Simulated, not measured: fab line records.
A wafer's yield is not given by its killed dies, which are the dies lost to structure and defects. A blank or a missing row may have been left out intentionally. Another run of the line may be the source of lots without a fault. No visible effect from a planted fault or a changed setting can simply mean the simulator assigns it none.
Which of the tools did it? | flow berkeley-cmos170 | Sampling: 15 lots, 45 wafers, 4 of 331 route steps

WHAT THE GAUGES READ, wafer by wafer
UCB170_PVT_TW_MEAS_09. Usual: PVT_TW typically reads 507, with standard deviation 6.5.
lot  | measured     | on            | PVT_TW      | flag
L464 | day 6 01:28  | film-metro-02 | 502 503 505 |
L465 | day 6 04:22  | film-metro-02 | 502 502 501 |
L467 | day 6 04:24  | film-metro-01 | 510 513 513 |
L466 | day 6 04:38  | film-metro-03 | 499 501 500 |
L469 | day 6 21:41  | film-metro-02 | 501 499 504 |
L468 | day 6 21:56  | film-metro-03 | 503 501 498 |
L470 | day 7 02:22  | film-metro-01 | 513 516 513 |
L471 | day 7 13:54  | film-metro-01 | 512 516 515 |
L474 | day 8 15:13  | film-metro-03 | 499 501 499 |
L475 | day 8 15:43  | film-metro-03 | 498 503 500 |
L477 | day 8 15:43  | film-metro-02 | 504 502 506 |
L480 | day 8 17:53  | film-metro-03 | 498 502 500 |
L482 | day 9 04:46  | film-metro-01 | 516 514 516 |
L484 | day 9 18:43  | film-metro-02 | 507 504 509 |
L485 | day 10 03:44 | film-metro-02 | 509 504 504 |

UCB170_GATE_OVL_MEAS_13. Usual: GATE_OVL typically reads -1 nm, with standard deviation 6.1.
lot  | measured     | on         | GATE_OVL (nm)  | flag
L464 | day 6 13:09  | overlay-02 | -10 -6 -10     |
L465 | day 6 13:29  | overlay-02 | 6 0 3          |
L467 | day 6 12:53  | overlay-01 | 7 -3 8         |
L466 | day 6 13:17  | overlay-01 | -7 -3 2        |
L469 | day 7 10:41  | overlay-02 | 0 5 -2         |
L468 | day 7 11:04  | overlay-02 | -3 -2 -6       |
L470 | day 7 17:02  | overlay-02 | -5 -11 -10     |
L471 | day 8 04:31  | overlay-01 | -5 -7 -3       |
L474 | day 9 01:52  | overlay-02 | -131 -138 -127 | OFF
L475 | day 9 01:35  | overlay-01 | 1 -1 3         |
L477 | day 9 02:16  | overlay-02 | -129 -123 -132 | OFF
L480 | day 9 04:59  | overlay-02 | -125 -139 -127 | OFF
L482 | day 9 14:35  | overlay-01 | 4 2 -4         |
L484 | day 10 07:47 | overlay-01 | 5 5 -8         |
L485 | day 10 17:27 | overlay-02 | 3 14 3         |

EACH LOT AND THE TOOL THAT RAN IT (in order: tool; ch and the chambers of the sampled wafers; start)
lot  | UCB170_PVT_STRIP_08                  | UCB170_GATE_EXPOSE_09
L464 | plasma-asher-03 ch 0, day 6 01:22    | krf-scanner-02 ch 0, day 6 12:29
L465 | plasma-asher-01 ch 0,1, day 6 04:15  | krf-scanner-02 ch 0, day 6 12:59
L467 | plasma-asher-02 ch 0,1, day 6 04:17  | krf-scanner-02 ch 0, day 6 12:23
L466 | plasma-asher-03 ch 0,1, day 6 04:33  | krf-scanner-01 ch 0, day 6 12:46
L469 | plasma-asher-02 ch 0,1, day 6 21:35  | krf-scanner-01 ch 0, day 7 10:10
L468 | plasma-asher-01 ch 0,1, day 6 21:50  | krf-scanner-02 ch 0, day 7 10:35
L470 | plasma-asher-01 ch 0,1, day 7 02:16  | krf-scanner-01 ch 0, day 7 16:32
L471 | plasma-asher-01 ch 0, day 7 13:48    | krf-scanner-02 ch 0, day 8 04:01
L474 | plasma-asher-03 ch 0,1, day 8 15:07  | krf-scanner-02 ch 0, day 9 00:56
L475 | plasma-asher-02 ch 0,1, day 8 15:37  | krf-scanner-01 ch 0, day 9 00:34
L477 | plasma-asher-03 ch 0,1, day 8 15:37  | krf-scanner-02 ch 0, day 9 01:29
L480 | plasma-asher-03 ch 0,1, day 8 17:47  | krf-scanner-02 ch 0, day 9 04:08
L482 | plasma-asher-01 ch 0,1, day 9 04:40  | krf-scanner-01 ch 0, day 9 14:06
L484 | plasma-asher-03 ch 0,1, day 9 18:36  | krf-scanner-01 ch 0, day 10 07:17
L485 | plasma-asher-02 ch 0,1, day 10 03:38 | krf-scanner-01 ch 0, day 10 16:20
- UCB170_PVT_STRIP_08: strips in O2.
- UCB170_GATE_EXPOSE_09: exposes mask POLY, target cd 350 nm.

WHAT THE TOOLS THEMSELVES READ (means of the sampled wafers that have a number; where no wafer has one, the mark that the record gives instead)
UCB170_PVT_STRIP_08. Usual: drypump-motor-current-A 6.0 A, standard deviation 0.31; oes-product-au 0.735 a.u., standard deviation 0.0047; strip-time-to-endpoint-s 21.64 s, standard deviation 0.06.
lot  | tool            | drypump-motor-current-A (A) | oes-product-au (a.u.) | strip-time-to-endpoint-s (s) | flag
L464 | plasma-asher-03 | 6.1                         | 0.734                 | 21.66                        |
L465 | plasma-asher-01 | 5.7                         | 0.735                 | 21.63                        |
L467 | plasma-asher-02 | 6.0                         | 0.736                 | 21.73                        |
L466 | plasma-asher-03 | 6.2                         | 0.733                 | 21.72                        |
L469 | plasma-asher-02 | 6.0                         | 0.730                 | 21.53                        |
L468 | plasma-asher-01 | 5.7                         | 0.736                 | 21.68                        |
L470 | plasma-asher-01 | 5.7                         | 0.733                 | 21.57                        |
L471 | plasma-asher-01 | 6.0                         | 0.734                 | 21.66                        |
L474 | plasma-asher-03 | 6.2                         | 0.734                 | 21.57                        |
L475 | plasma-asher-02 | 6.0                         | 0.733                 | 21.68                        |
L477 | plasma-asher-03 | 6.2                         | 0.739                 | 21.64                        |
L480 | plasma-asher-03 | 6.1                         | 0.735                 | 21.72                        |
L482 | plasma-asher-01 | 5.8                         | 0.736                 | 21.66                        |
L484 | plasma-asher-03 | 6.1                         | 0.734                 | 21.64                        |
L485 | plasma-asher-02 | 5.7                         | 0.738                 | 21.65                        |

THE ANSWER, worked out from the rows above alone
Rule: lot off if the mean of its wafers having a number is beyond 3 standard deviations from the usual mean. Also off: a lot with no number at a reading for which 4 or more lots have one. Any other lot the step has rows for is counted as sound. The gauges are gone through in route order, then the tools' own readings, and for those a lot's mean is taken as printed above. The first step at which some lot is off is used, and at that step the reading that is off furthest; a lot without a number counts as furthest.
Off: L474, L477, L480, seen at UCB170_GATE_OVL_MEAS_13 (GATE_OVL).
If a tool, at a process step before that reading, ran all the lots that are off and no sound lot after the first of them, it fits. The gauges at UCB170_GATE_OVL_MEAS_13 are tried like those tools. One fits: UCB170_GATE_EXPOSE_09 on krf-scanner-02. Its last sound lot is L471 (day 8 04:01), its first lot that is off L474 (day 9 00:56): a fault that began between those two fits.

WHAT HAD BEEN PUT IN BY THE SIMULATOR
Scanner matching overlay: krf-scanner-02, from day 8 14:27 on, at UCB170_GATE_EXPOSE_09. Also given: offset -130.
Struck lots among those shown: L474, L477, L480. The rule given above showed the same thing.
